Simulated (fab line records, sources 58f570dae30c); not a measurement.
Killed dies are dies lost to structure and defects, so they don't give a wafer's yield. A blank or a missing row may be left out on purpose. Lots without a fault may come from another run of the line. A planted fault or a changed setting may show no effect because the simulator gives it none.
fab line records | flow berkeley_cmos170
record lots=14 wafers=42 last_day=12
route steps=331 shown ACTIVE@63 NVT@112 SPACER@171
lots that met no fault: from a run of the same line without faults
start_h: hours from the record's first day to the start of the lot's first wafer shown | wait_h: hours since the lot's step before | " the same as in the row above | L1.1+2: a row that stands for several wafers | - no value, or no start given | * or withheld: withheld | < > ~ a bound
route shown NAME@n: a module of which the file shows steps, and the number in the route of the first | usual: mean/standard deviation of fault-free wafers | same: alike in all rows | chamber/n: place in a boat | sites: the reading at each site | _std_site: their standard deviation | _edge_site: outer sites' mean less inner sites' | radius_mm: how far each site lies from the wafer's centre | mask NAME#n: copy n | behind: the tool/chamber that last shaped the wafer | hold: why the lot was held/for how many hours/how that ended | device: the transistor (n, p or np) that didn't switch | end of line: the same wafers' tests at the end of the route | a step without rows: its recipe alone | killed: dies lost to structure and defects at the first sort, not the wafer's yield | map: a wafer's dies, x killed, . not, _ none there
set.NAME: the setting as run; set.NAME@STEP: as run at that earlier step | model.NAME: the simulator's own value behind a step, which no gauge read
steps of the route over a sample of lots; a table a step, a row a wafer
services: from which hour (start_h, from the record's first day; less than 0 if before it) a tool's chamber was out of use, for how many hours, and why
## steps
# step UCB170_ACTIVE_THK_MEAS_03
# recipe reads=SiO2_of_ACTIVE_OXIDATION_02
# usual ACTIVE_OXIDE_THK=26.1/0.44
# columns lot.wafer tool chamber start_h wait_h ACTIVE_OXIDE_THK[nm]
L152.1 film_metro-04 - 81.71 0.0 26.1
L152.3 " - " " 26.2
L152.5 " - " " 26.3
L153.1 film_metro-01 - 81.71 0.0 26.9
L153.2 " - " " 27.0
L153.4 " - " " 26.8
L155.2 film_metro-01 - 81.78 0.1 26.4
L155.3 " - " " 26.4
L155.4 " - " " 26.4
L154.4 film_metro-04 - 81.80 0.1 26.6
L154.5 " - " " 26.4
L154.6 " - " " 26.7
L157.1 film_metro-02 - 97.96 0.0 26.4
L157.3 " - " " 26.1
L157.5 " - " " 26.2
L165.1 film_metro-04 - 139.62 0.0 26.0
L165.2 " - " " 25.9
L165.6 " - " " 25.5
L164.2 film_metro-02 - 139.63 0.0 26.4
L164.4 " - " " 26.3
L164.6 " - " " 26.4
L168.3 film_metro-04 - 146.51 0.0 26.0
L168.5 " - " " 25.7
L168.6 " - " " 25.5
L170.1 film_metro-02 - 152.75 0.0 25.3
L170.4 " - " " 25.4
L170.5 " - " " 25.2
L171.2 film_metro-04 - 152.76 0.0 25.8
L171.3 " - " " 25.4
L171.4 " - " " 25.7
L169.1 film_metro-01 - 152.77 0.0 25.4
L169.2 " - " " 26.0
L169.5 " - " " 25.9
L172.1 film_metro-02 - 169.70 0.0 26.5
L172.3 " - " " 26.6
L172.6 " - " " 26.0
L173.4 film_metro-01 - 169.73 0.0 26.1
L173.5 " - " " 26.4
L173.6 " - " " 25.9
L175.1 film_metro-02 - 187.72 0.0 25.5
L175.2 " - " " 25.4
L175.5 " - " " 25.5
# step UCB170_ACTIVE_PEB_11
# recipe peb_temp_c=130 peb_time_s=withheld resist=KrF
# usual chill_plate_temp_C=22.98/0.091 exhaust_pa=45.1/0.77
# columns lot.wafer tool chamber start_h wait_h chill_plate_temp_C exhaust_pa
L152.1 litho_track-02 0 91.11 0.9 22.91 45.1
L152.3 " 0 " " 23.14 45.2
L152.5 " 0 " " 22.94 44.5
L153.1 litho_track-03 0 91.16 0.6 22.81 46.2
L153.2 " 0 " " 22.97 44.2
L153.4 " 0 " " 22.94 45.1
L155.2 litho_track-01 0 91.43 0.5 22.96 45.0
L155.3 " 0 " " 22.94 46.2
L155.4 " 0 " " 23.01 45.6
L154.4 litho_track-02 0 91.46 0.6 22.88 45.6
L154.5 " 0 " " 22.83 46.3
L154.6 " 0 " " 22.85 46.4
L157.1 litho_track-03 0 104.85 0.1 23.05 44.3
L157.3 " 0 " " 23.03 44.8
L157.5 " 0 " " 23.03 45.7
L165.1 litho_track-02 - 146.75 0.6 - -
L165.2 " - " " - -
L165.6 " - " " - -
L164.2 litho_track-02 - 147.05 0.7 - -
L164.4 " - " " - -
L164.6 " - " " - -
L168.3 litho_track-01 0 154.56 0.9 23.03 45.8
L168.5 " 0 " " 22.86 44.1
L168.6 " 0 " " 23.02 43.5
L170.1 litho_track-03 0 159.63 0.3 23.06 45.9
L170.4 " 0 " " 23.00 44.1
L170.5 " 0 " " 23.13 45.8
L171.2 litho_track-03 0 159.93 0.5 23.06 45.5
L171.3 " 0 " " 23.07 46.4
L171.4 " 0 " " 23.03 44.5
L169.1 litho_track-03 0 160.18 0.3 22.97 44.7
L169.2 " 0 " " 22.98 43.5
L169.5 " 0 " " 23.03 44.9
L173.4 litho_track-01 0 176.44 0.1 22.88 46.0
L173.5 " 0 " " 23.07 44.9
L173.6 " 0 " " 23.07 45.1
L172.1 litho_track-01 0 176.72 0.1 22.81 45.3
L172.3 " 0 " " 22.88 46.8
L172.6 " 0 " " 23.15 44.0
L175.1 litho_track-02 0 196.11 0.2 23.05 44.9
L175.2 " 0 " " 23.09 47.0
L175.5 " 0 " " 23.04 44.9
# step UCB170_NVT_STRIP_08
# recipe chemistry=O2 power_w=400 pressure_mtorr=3500 platen_temp_c=withheld o2_flow_sccm=400 overash_fraction=0.5
# usual drypump_motor_current_A=5.6/0.38 oes_product_au=0.734/0.0043 strip_time_to_endpoint_s=21.64/0.069
# columns lot.wafer tool chamber start_h wait_h drypump_motor_current_A oes_product_au rf_hours_counter_h strip_time_to_endpoint_s
L155.2 plasma_asher-02 1 115.73 0.1 5.6 0.732 38 21.58
L155.3 " 0 " " 5.7 0.741 - 21.51
L155.4 " 1 " " 5.6 0.730 - 21.48
L153.1 plasma_asher-02 1 115.93 0.3 5.6 0.734 39 21.71
L153.2 " 0 " " 5.7 0.729 39 21.76
L153.4 " 1 " " 5.6 0.739 - 21.81
L152.1 plasma_asher-02 0 116.13 0.4 5.7 0.741 39 21.57
L152.3 " 1 " " 5.6 0.737 - 21.54
L152.5 " 0 " " 5.7 0.733 - 21.56
L154.4 plasma_asher-02 0 116.26 0.3 5.7 0.738 - 21.70
L154.5 " 1 " " 5.6 0.735 - 21.64
L154.6 " 0 " " 5.7 0.735 - 21.69
L157.1 plasma_asher-02 0 138.21 0.1 5.7 0.734 42 21.69
L157.3 " 0 " " 5.7 0.740 - 21.61
L157.5 " 0 " " 5.7 0.732 - 21.58
L168.3 plasma_asher-02 0 184.23 0.1 5.7 0.738 - 21.55
L168.5 " 0 " " 5.7 0.733 - 21.54
L168.6 " 1 " " 5.6 0.731 - 21.59
L171.2 plasma_asher-01 1 191.91 0.1 6.3 0.738 9 21.72
L171.3 " 1 " " 6.3 0.734 - 21.75
L171.4 " 0 " " 5.5 0.732 - 21.67
L170.1 plasma_asher-03 1 192.22 0.1 5.7 0.737 39 21.63
L170.4 " 0 " " 4.9 0.728 - 21.63
L170.5 " 1 " " 5.7 0.732 - 21.57
L169.1 plasma_asher-02 1 196.91 0.1 5.6 0.736 48 21.67
L169.2 " 0 " " 5.7 0.724 48 21.63
L169.5 " 1 " " 5.6 0.734 - 21.66
L172.1 plasma_asher-02 1 212.48 0.1 5.5 0.727 50 21.58
L172.3 " 0 " " 5.7 0.739 - 21.61
L172.6 " 1 " " 5.6 0.730 - 21.57
L173.4 plasma_asher-01 0 212.69 0.1 5.5 0.731 - 21.73
L173.5 " 0 " " 5.5 0.735 - 21.69
L173.6 " 1 " " 6.3 0.735 - 21.78
L175.1 plasma_asher-02 1 226.08 0.1 5.6 0.738 52 21.63
L175.2 " 0 " " 5.7 0.739 52 21.64
L175.5 " 1 " " 5.6 0.741 - 21.68
# step UCB170_SPACER_CVD_00
# recipe material=SiO2 target_thk_nm=376 temp_c=390 precursor=TEOS/O2 time_s=47 rf_w=550 pressure_mtorr=9000
# usual heater_power_w=241/43
# columns lot.wafer tool chamber start_h wait_h heater_power_w
L155.2 pecvd-02 0 134.50 0.0 278
L155.3 " 1 " " 201
L155.4 " 2 " " 275
L153.1 pecvd-02 0 134.55 0.0 206
L153.2 " 1 " " 272
L153.4 " 1 " " 183
L152.1 pecvd-04 0 135.92 0.0 200
L152.3 " 0 " " 224
L152.5 " 1 " " 229
L154.4 pecvd-03 1 138.01 0.0 181
L154.5 " 0 " " 319
L154.6 " 2 " " 188
L157.1 pecvd-03 2 160.06 0.0 194
L157.3 " 1 " " 243
L157.5 " 0 " " 315
L168.3 pecvd-03 2 203.23 0.0 158
L168.5 " 2 " " 171
L168.6 " 1 " " 174
L171.2 pecvd-04 2 209.57 0.0 246
L171.3 " 0 " " 236
L171.4 " 2 " " 267
L170.1 pecvd-03 0 209.89 0.0 283
L170.4 " 2 " " 172
L170.5 " 1 " " 239
L169.1 pecvd-02 1 217.35 0.0 257
L169.2 " 2 " " 250
L169.5 " 1 " " 274
L173.4 pecvd-02 1 230.42 0.0 187
L173.5 " 0 " " 254
L173.6 " 2 " " 290
L172.1 pecvd-03 1 230.82 0.0 210
L172.3 " 2 " " 195
L172.6 " 0 " " 302
L175.1 pecvd-03 1 244.91 0.0 255
L175.2 " 2 " " 174
L175.5 " 2 " " 189
## services
# columns tool chamber start_h hours kind
pecvd-04 - 92.38 1.9 repair
plasma_asher-01 - 108.75 9.0 pm
plasma_asher-01 0 108.75 9.0 vent_cycle
plasma_asher-01 1 108.75 9.0 vent_cycle
plasma_asher-03 - 109.95 6.8 repair
pecvd-03 - 113.76 0.7 repair
plasma_asher-01 0 117.75 - clean
plasma_asher-01 1 117.75 - clean
pecvd-03 - 133.21 2.8 pm
pecvd-04 2 134.37 1.8 repair
pecvd-04 2 139.34 - calibration
pecvd-02 0 205.54 4.9 repair
pecvd-04 - 242.50 14.0 pm
pecvd-04 0 242.50 14.0 vent_cycle
pecvd-04 1 242.50 14.0 vent_cycle
pecvd-04 2 242.50 14.0 vent_cycle
## key
first_sign step=UCB170_ACTIVE_PEB_11 reading=tool_record direction=missing
effect none on later readings
met_at UCB170_ACTIVE_PEB_11
struck_lots L164,L165
later_rows_left_out L164.2,L164.4,L164.6,L165.1,L165.2,L165.6
sort_left_out L164.2,L164.4,L164.6,L165.1,L165.2,L165.6
tester_left_out L164,L165
not_acting_at UCB170_ACTIVE_THK_MEAS_03,UCB170_NVT_STRIP_08,UCB170_SPACER_CVD_00
onset_between 91.46 146.75
fault kind=skipped_step_whole tool=litho_track-02 chamber=- onset_h=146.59 steps=UCB170_ACTIVE_PEB_11 scope=struck_lots_only
# tester_left_out: of these lots the tester's yield and bins aren't shown, on N5 and GAA mostly nor the transistor test; their killed dies are dies lost to structure and defects alone, not to doping, threshold or leakage, so they don't give the yield
# sort_left_out: the simulated sort isn't trusted on such a fault, so these wafers' sort isn't shown, and their yield isn't known
# later_rows_left_out: the simulator's readings of these wafers behind a module that went badly wrong aren't trusted and aren't shown, but for the sort
